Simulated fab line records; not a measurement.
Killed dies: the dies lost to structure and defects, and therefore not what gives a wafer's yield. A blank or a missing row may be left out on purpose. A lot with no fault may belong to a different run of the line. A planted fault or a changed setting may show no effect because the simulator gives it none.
fab line records ; flow rit_cmos
record lots=14; wafers=42; last_day=8
route steps=202 shown SILICIDE@162
lots that met no fault: taken from a fault-free run of the same line
start_h: hours from the record's first day to the start of the lot's first wafer shown ; wait_h: how many hours have passed since the lot's step before this one ; " same as the row above ; L1.1+2: several wafers, shown together as one row ; - no value present, or no start provided ; * or withheld: withheld ; < > ~ a bound
route shown NAME@n: a module of which the file shows steps, and the number in the route of the first ; usual: mean/standard deviation of fault-free wafers ; same: alike in all rows ; chamber/n: place in a boat ; sites: the reading at each site ; _std_site: standard deviation of those values ; _edge_site: mean of outer sites minus mean of inner sites ; radius_mm: for every site, how far away it sits from the centre of the wafer ; mask NAME#n: copy n ; behind: the last tool/chamber to shape the wafer ; hold: the reason the lot was held/the length of the hold in hours/how it ended ; device: the transistor (n, p or np) that didn't switch ; end of line: the same wafers' tests at the end of the route ; a step without rows: its recipe alone ; killed: not the wafer's yield, but the dies lost to structure and defects at the first sort ; map: the dies of a wafer, with x for killed, . for not killed, _ for no die there
set.NAME: the run value of the setting; set.NAME@STEP: its run value at that earlier step ; model.NAME: the simulator's own value behind a step, which no gauge read
a sample of lots followed through the steps of the route, with each step as a table and each wafer as a row
services: from which hour (start_h, from the record's first day; less than 0 if before it) a tool's chamber was out of use, for how many hours, and why
## steps
# step RIT_SILICIDE_SPUTTER_01
# recipe material=Ti; target_thk_nm=30; power_w=350; chamber_pressure_pa=0.667; gas=Ar; time_s=240; substrate_temp_c=25
# usual cathode_dc_power_W=350.00/0.064; throttle_valve_pct=30.1/1
lot.wafer;tool;chamber;start_h;wait_h;cathode_dc_power_W;throttle_valve_pct
L484.1;pvd_sputter-02;-;61.06;0.0;350.08;30.8
L484.4;pvd_sputter-02;-;61.06;0.0;350.00;28.8
L484.6;pvd_sputter-02;-;61.06;0.0;350.04;31.1
L485.2;pvd_sputter-01;-;61.56;0.0;350.06;29.4
L485.3;pvd_sputter-01;-;61.56;0.0;349.90;29.2
L485.5;pvd_sputter-01;-;61.56;0.0;350.00;29.4
L486.2;pvd_sputter-03;-;63.37;0.0;349.87;28.9
L486.4;pvd_sputter-03;-;63.37;0.0;349.97;28.8
L486.5;pvd_sputter-03;-;63.37;0.0;349.94;31.2
L487.2;pvd_sputter-01;-;74.11;0.0;349.99;32.3
L487.4;pvd_sputter-01;-;74.11;0.0;350.06;31.0
L487.6;pvd_sputter-01;-;74.11;0.0;349.96;32.5
L488.1;pvd_sputter-03;-;75.74;0.0;350.03;30.9
L488.4;pvd_sputter-03;-;75.74;0.0;350.00;29.3
L488.5;pvd_sputter-03;-;75.74;0.0;349.92;30.1
L489.1;pvd_sputter-03;-;81.02;0.0;350.01;29.1
L489.3;pvd_sputter-03;-;81.02;0.0;349.95;30.3
L489.6;pvd_sputter-03;-;81.02;0.0;349.98;29.8
L490.3;pvd_sputter-02;-;87.71;0.0;350.04;30.7
L490.4;pvd_sputter-02;-;87.71;0.0;350.05;30.8
L490.5;pvd_sputter-02;-;87.71;0.0;350.06;30.8
L492.2;pvd_sputter-02;-;92.89;0.0;350.07;28.9
L492.4;pvd_sputter-02;-;92.89;0.0;350.03;31.0
L492.6;pvd_sputter-02;-;92.89;0.0;350.01;30.6
L497.1;pvd_sputter-03;-;123.06;0.0;350.00;28.8
L497.5;pvd_sputter-03;-;123.06;0.0;350.06;29.1
L497.6;pvd_sputter-03;-;123.06;0.0;349.98;30.9
L498.3;pvd_sputter-02;-;132.94;0.0;349.86;30.2
L498.4;pvd_sputter-02;-;132.94;0.0;350.13;29.4
L498.6;pvd_sputter-02;-;132.94;0.0;350.11;31.0
L500.1;pvd_sputter-02;-;138.49;0.0;349.97;28.9
L500.2;pvd_sputter-02;-;138.49;0.0;349.91;29.1
L500.3;pvd_sputter-02;-;138.49;0.0;350.09;30.4
L501.3;pvd_sputter-01;-;152.52;0.0;349.96;29.2
L501.4;pvd_sputter-01;-;152.52;0.0;349.98;29.5
L501.5;pvd_sputter-01;-;152.52;0.0;349.88;31.2
L503.4;pvd_sputter-01;-;168.07;0.0;349.92;28.8
L503.5;pvd_sputter-01;-;168.07;0.0;350.03;32.4
L503.6;pvd_sputter-01;-;168.07;0.0;349.97;30.8
L504.1;pvd_sputter-03;-;173.71;0.0;350.04;30.9
L504.4;pvd_sputter-03;-;173.71;0.0;350.06;30.2
L504.6;pvd_sputter-03;-;173.71;0.0;350.12;29.0
# step RIT_SILICIDE_RS_MEAS_02
# recipe thk_meas_gauge=four-point-probe; reads=Ti_of_SILICIDE_SPUTTER_01
# usual SILICIDE_TI_RS=48.2/0.55
lot.wafer;tool;chamber;start_h;wait_h;SILICIDE_TI_RS[ohm/sq]
L484.1;film_metro-03;-;61.21;0.1;48.9
L484.4;film_metro-03;-;61.21;0.1;48.8
L484.6;film_metro-03;-;61.21;0.1;49.4
L485.2;film_metro-01;-;61.73;0.1;48.9
L485.3;film_metro-01;-;61.73;0.1;48.1
L485.5;film_metro-01;-;61.73;0.1;48.8
L486.2;film_metro-04;-;63.54;0.1;47.4
L486.4;film_metro-04;-;63.54;0.1;47.8
L486.5;film_metro-04;-;63.54;0.1;48.0
L487.2;film_metro-03;-;74.28;0.1;48.2
L487.4;film_metro-03;-;74.28;0.1;48.1
L487.6;film_metro-03;-;74.28;0.1;48.1
L488.1;film_metro-04;-;75.89;0.1;48.3
L488.4;film_metro-04;-;75.89;0.1;47.9
L488.5;film_metro-04;-;75.89;0.1;47.9
L489.1;film_metro-04;-;81.17;0.1;47.1
L489.3;film_metro-04;-;81.17;0.1;47.2
L489.6;film_metro-04;-;81.17;0.1;47.3
L490.3;film_metro-03;-;87.90;0.1;47.8
L490.4;film_metro-03;-;87.90;0.1;47.3
L490.5;film_metro-03;-;87.90;0.1;48.3
L492.2;film_metro-03;-;93.06;0.1;47.9
L492.4;film_metro-03;-;93.06;0.1;48.5
L492.6;film_metro-03;-;93.06;0.1;48.3
L497.1;film_metro-01;-;123.21;0.1;48.3
L497.5;film_metro-01;-;123.21;0.1;48.4
L497.6;film_metro-01;-;123.21;0.1;48.6
L498.3;film_metro-04;-;133.13;0.1;57.8
L498.4;film_metro-04;-;133.13;0.1;57.1
L498.6;film_metro-04;-;133.13;0.1;58.0
L500.1;film_metro-04;-;138.64;0.1;58.1
L500.2;film_metro-04;-;138.64;0.1;58.0
L500.3;film_metro-04;-;138.64;0.1;58.3
L501.3;film_metro-04;-;152.71;0.1;47.6
L501.4;film_metro-04;-;152.71;0.1;47.5
L501.5;film_metro-04;-;152.71;0.1;47.9
L503.4;film_metro-03;-;168.28;0.1;47.7
L503.5;film_metro-03;-;168.28;0.1;47.6
L503.6;film_metro-03;-;168.28;0.1;48.0
L504.1;film_metro-01;-;173.86;0.1;48.4
L504.4;film_metro-01;-;173.86;0.1;48.0
L504.6;film_metro-01;-;173.86;0.1;49.1
# step RIT_SILICIDE_THK_MEAS_03
# recipe thk_meas_gauge=xrf; reads=Ti_of_SILICIDE_SPUTTER_01
# usual SILICIDE_TI_THK=29.2/0.32
lot.wafer;tool;chamber;start_h;wait_h;SILICIDE_TI_THK[nm]
L484.1;film_metro-03;-;61.33;0.1;28.7
L484.4;film_metro-03;-;61.33;0.1;28.9
L484.6;film_metro-03;-;61.33;0.1;28.8
L485.2;film_metro-01;-;61.84;0.1;28.6
L485.3;film_metro-01;-;61.84;0.1;29.1
L485.5;film_metro-01;-;61.84;0.1;28.8
L486.2;film_metro-04;-;63.65;0.1;29.6
L486.4;film_metro-04;-;63.65;0.1;29.4
L486.5;film_metro-04;-;63.65;0.1;29.3
L487.2;film_metro-03;-;74.39;0.1;29.2
L487.4;film_metro-03;-;74.39;0.1;29.3
L487.6;film_metro-03;-;74.39;0.1;29.2
L488.1;film_metro-04;-;76.01;0.1;29.3
L488.4;film_metro-04;-;76.01;0.1;29.5
L488.5;film_metro-04;-;76.01;0.1;29.4
L489.1;film_metro-04;-;81.29;0.1;29.9
L489.3;film_metro-04;-;81.29;0.1;29.7
L489.6;film_metro-04;-;81.29;0.1;29.5
L490.3;film_metro-03;-;88.00;0.1;29.3
L490.4;film_metro-03;-;88.00;0.1;29.6
L490.5;film_metro-03;-;88.00;0.1;29.2
L492.2;film_metro-03;-;93.17;0.1;29.4
L492.4;film_metro-03;-;93.17;0.1;29.2
L492.6;film_metro-03;-;93.17;0.1;29.1
L497.1;film_metro-01;-;123.33;0.1;29.0
L497.5;film_metro-01;-;123.33;0.1;28.9
L497.6;film_metro-01;-;123.33;0.1;28.8
L498.3;film_metro-04;-;133.23;0.1;25.5
L498.4;film_metro-04;-;133.23;0.1;25.7
L498.6;film_metro-04;-;133.23;0.1;25.4
L500.1;film_metro-04;-;138.76;0.1;25.3
L500.2;film_metro-04;-;138.76;0.1;25.5
L500.3;film_metro-04;-;138.76;0.1;25.2
L501.3;film_metro-04;-;152.81;0.1;29.7
L501.4;film_metro-04;-;152.81;0.1;29.6
L501.5;film_metro-04;-;152.81;0.1;29.7
L503.4;film_metro-03;-;168.37;0.1;29.4
L503.5;film_metro-03;-;168.37;0.1;29.3
L503.6;film_metro-03;-;168.37;0.1;29.3
L504.1;film_metro-01;-;173.98;0.1;29.0
L504.4;film_metro-01;-;173.98;0.1;29.2
L504.6;film_metro-01;-;173.98;0.1;28.8
## services
tool;chamber;start_h;hours;kind
pvd_sputter-03;-;41.38;1.9;repair
pvd_sputter-01;-;54.47;1.4;repair
pvd_sputter-02;-;69.82;12.5;repair
pvd_sputter-02;-;73.31;4.8;repair
pvd_sputter-03;-;117.07;1.3;repair
pvd_sputter-01;-;125.82;12.2;repair
pvd_sputter-01;-;145.75;1.8;repair
## key
first_sign step=RIT_SILICIDE_RS_MEAS_02; reading=SILICIDE_TI_RS; direction=up; sigmas=18; usual=48.2; struck=57.9
effect step=RIT_SILICIDE_THK_MEAS_03; reading=SILICIDE_TI_THK; direction=down; sigmas=12; usual=29.2; struck=25.4
met_at RIT_SILICIDE_SPUTTER_01
struck_lots L498,L500
tester_left_out L498,L500
onset_between 92.89 132.94
fault kind=process_parameter_drift; tool=pvd_sputter-02; chamber=-; onset_h=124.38; steps=RIT_SILICIDE_SPUTTER_01; channel=time_s; offset=*; shape=step; end_h=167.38; stated=*
# tester_left_out: of these lots the tester's yield and bins aren't shown, on N5 and GAA mostly nor the transistor test; their killed dies are dies lost to structure and defects alone, not to doping, threshold or leakage, so they don't give the yield
